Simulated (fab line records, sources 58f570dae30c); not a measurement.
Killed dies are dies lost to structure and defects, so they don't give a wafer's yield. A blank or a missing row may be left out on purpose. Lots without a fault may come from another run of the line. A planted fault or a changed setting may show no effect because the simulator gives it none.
Split-lot experiment | flow berkeley_cmos170 | 5 lots, 23 wafers read, on a route of 331 steps

THE SPLIT
At UCB170_CONTACT_CVD_01 (deposits PSG from SiH4/O2/PH3, target thk 700 nm, time 2820 s), the setting o2_flow_sccm was moved away from the recipe's 90 sccm on 15 of the 23 wafers read, by -6.5% to +8.6%. The other wafers ran this setting at the recipe's value.

The file shows no step between the split and the reading.

THE READING
CONTACT_PSG_THK, in nm, at UCB170_CONTACT_THK_MEAS_02. Fault-free wafers of this fab line usually give 699 nm, standard deviation 5.7 nm.

wafer  | tool, chamber at the split | o2_flow_sccm as run, sccm | against the recipe | CONTACT_PSG_THK, nm | against lot-mates on the recipe
L076.1 | lpcvd-02, 1                | 90                        | recipe             | 684                 | -
L076.2 | lpcvd-02, 1                | 90                        | recipe             | 690                 | -
L076.6 | lpcvd-02, 1                | 90                        | recipe             | 690                 | -
L077.1 | -, -                       | 95.28                     | +5.9%              | 723                 | no lot-mate on the recipe
L077.3 | -, -                       | 95.28                     | +5.9%              | 726                 | no lot-mate on the recipe
L077.4 | -, -                       | 95.28                     | +5.9%              | 726                 | no lot-mate on the recipe
L077.5 | -, -                       | 95.28                     | +5.9%              | 728                 | no lot-mate on the recipe
L077.6 | -, -                       | 95.28                     | +5.9%              | 724                 | no lot-mate on the recipe
L078.1 | -, -                       | 90                        | recipe             | 701                 | -
L078.3 | -, -                       | 90                        | recipe             | 704                 | -
L078.4 | -, -                       | 90                        | recipe             | 710                 | -
L078.5 | -, -                       | 90                        | recipe             | 701                 | -
L078.6 | -, -                       | 90                        | recipe             | 706                 | -
L080.1 | -, -                       | 97.77                     | +8.6%              | 724                 | no lot-mate on the recipe
L080.2 | -, -                       | 97.77                     | +8.6%              | 728                 | no lot-mate on the recipe
L080.4 | -, -                       | 97.77                     | +8.6%              | 729                 | no lot-mate on the recipe
L080.5 | -, -                       | 97.77                     | +8.6%              | 727                 | no lot-mate on the recipe
L080.6 | -, -                       | 97.77                     | +8.6%              | 726                 | no lot-mate on the recipe
L085.1 | -, -                       | 84.14                     | -6.5%              | 675                 | no lot-mate on the recipe
L085.2 | -, -                       | 84.14                     | -6.5%              | 669                 | no lot-mate on the recipe
L085.3 | -, -                       | 84.14                     | -6.5%              | 668                 | no lot-mate on the recipe
L085.4 | -, -                       | 84.14                     | -6.5%              | 670                 | no lot-mate on the recipe
L085.6 | -, -                       | 84.14                     | -6.5%              | 671                 | no lot-mate on the recipe

THE FIT
A straight line over all 23 wafers: CONTACT_PSG_THK changes by +3.91 nm for each +1% of o2_flow_sccm; r = +0.96; the points scatter about the line by 6.5 nm.
Too few moved wafers have a lot-mate on the recipe to fit a line with each lot's own level taken away.

THE WHOLE CHAIN: every reading that the file lists as answering this split, in the file's order
step                       | what it does                                                         | reading                                                                       | change (the file's fit)              | r (the file's)
UCB170_CONTACT_CVD_01      | deposits PSG from SiH4/O2/PH3, target thk 700 nm, time 2820 s        | PSG_of_CONTACT_CVD_01.thk_nm (the simulator's own value, which no gauge read) | +3.89 nm for each +1% of the setting | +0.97
UCB170_CONTACT_THK_MEAS_02 |                                                                      | CONTACT_PSG_THK                                                               | +3.9 for each +1% of the setting     | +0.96
UCB170_M1_METAL_ETCH_12    | etches Al in Cl2/BCl3, stops on PSG, target depth 780 nm, time 130 s | PSG_of_CONTACT_CVD_01.thk_nm (the simulator's own value, which no gauge read) | +4.2 nm for each +1% of the setting  | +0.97

THE FILE'S OWN FIT
CONTACT_PSG_THK changes by +3.9 nm for each +1% of o2_flow_sccm, r = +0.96.
